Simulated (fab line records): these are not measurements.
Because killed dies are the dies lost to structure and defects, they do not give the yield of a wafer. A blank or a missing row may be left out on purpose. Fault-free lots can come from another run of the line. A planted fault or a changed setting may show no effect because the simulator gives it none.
8D (eight disciplines) problem report, filled in by code | flow berkeley-cmos170 | the parts of the form that need people (team, actions taken, sign-off) are left out

== 1. THE ISSUE ==
Mean of bias-w at UCB170_M1_METAL_ETCH_12: 162.0 W across 5 wafers in 2 lots; on wafers with no fault it is 120.0 W (standard deviation 0.34). So: +99 or more standard deviations from the usual mean.
The step: etches Al in Cl2/BCl3, stops on PSG, target depth 780 nm, time 124.5 s.
Earliest sighting: wafer L773.1 on rie-metal-01 at day 12 16:25. The record holds 18 wafers of 6 lots with a number at this step. By rule, "out" or "out of limits" means more than 4 standard deviations away from the usual mean. The other wafers with a number count as sound.

== 2. WHAT IT IS; WHAT IT IS NOT ==
question                    | is                                     | is not
which readings at this step | bias-w                                 | chamber-pressure-mTorr, drypump-motor-current-A, oes-product-au, throttle-valve-pct
which lots                  | L773, L774                             | L754, L759, L760, L776
which wafers of those lots  | L773.1, L773.4, L773.5, L774.3, L774.6 | L774.2
read on which tools         | rie-metal-01                           | rie-metal-02
when                        | from day 12 16:25                      | up to then (9 sound wafers); but 4 sound wafers of L774, L776 came after

== 3. SUSPECTS, AND WHAT RULES EACH OUT ==
Counting: a tool at a process step up to the reading stays a suspect if it ran every lot that is out. Sound lots after the first of them don't rule it out here, since some wafers of a struck lot are sound.
- rie-diel-03 at UCB170_M1_ETCH_11 (etches BARC in N2/H2): kept. It ran every lot that is out, first L773 (day 12 16:23).
- rie-metal-01 at UCB170_M1_METAL_ETCH_12 (etches Al in Cl2/BCl3, stops on PSG, target depth 780 nm, time 124.5 s): kept. Ran every lot that is out, first one L773 (day 12 16:25); last sound lot up to then L760 (day 9 17:52). Its own bias-w readings are out on those wafers.
- At UCB170_M1_METAL_ETCH_12 on rie-metal-01, chamber 1 took the sound wafers of the same lots and chamber 0 took the wafers that are out.
After counting, rie-diel-03 at UCB170_M1_ETCH_11 and rie-metal-01 at UCB170_M1_METAL_ETCH_12 remain.

== 4. THE CAUSE (what the simulator had put in) ==
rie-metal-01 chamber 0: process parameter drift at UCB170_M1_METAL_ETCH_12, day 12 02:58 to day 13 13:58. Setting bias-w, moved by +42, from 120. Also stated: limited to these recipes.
Counting leaves 2 suspects; this tool is one of them.

== 5. THE CHAIN OF EFFECTS, in route order ==
Rows list readings where the struck wafers' mean (over those with a number) sits beyond 3 standard deviations from the usual. Scope: only readings with a usual standard deviation given in the record; hours: median across lots of the time from each lot's start at the first step in this table that gives one to its start at this step; sigmas: change in usual standard deviations.
hours | step                    | reading | usual   | on struck wafers | change | sigmas
0     | UCB170_M1_METAL_ETCH_12 | bias-w  | 120.0 W | 162.0            | +42.0  | +99 or more
Its process steps:
- UCB170_M1_METAL_ETCH_12: etches Al in Cl2/BCl3, stops on PSG, target depth 780 nm, time 124.5 s.

== 6. WHAT WOULD HAVE CAUGHT IT SOONER ==
In this record no reading fell out of limits until day 12 16:25, 13 hours after the fault had begun at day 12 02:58.
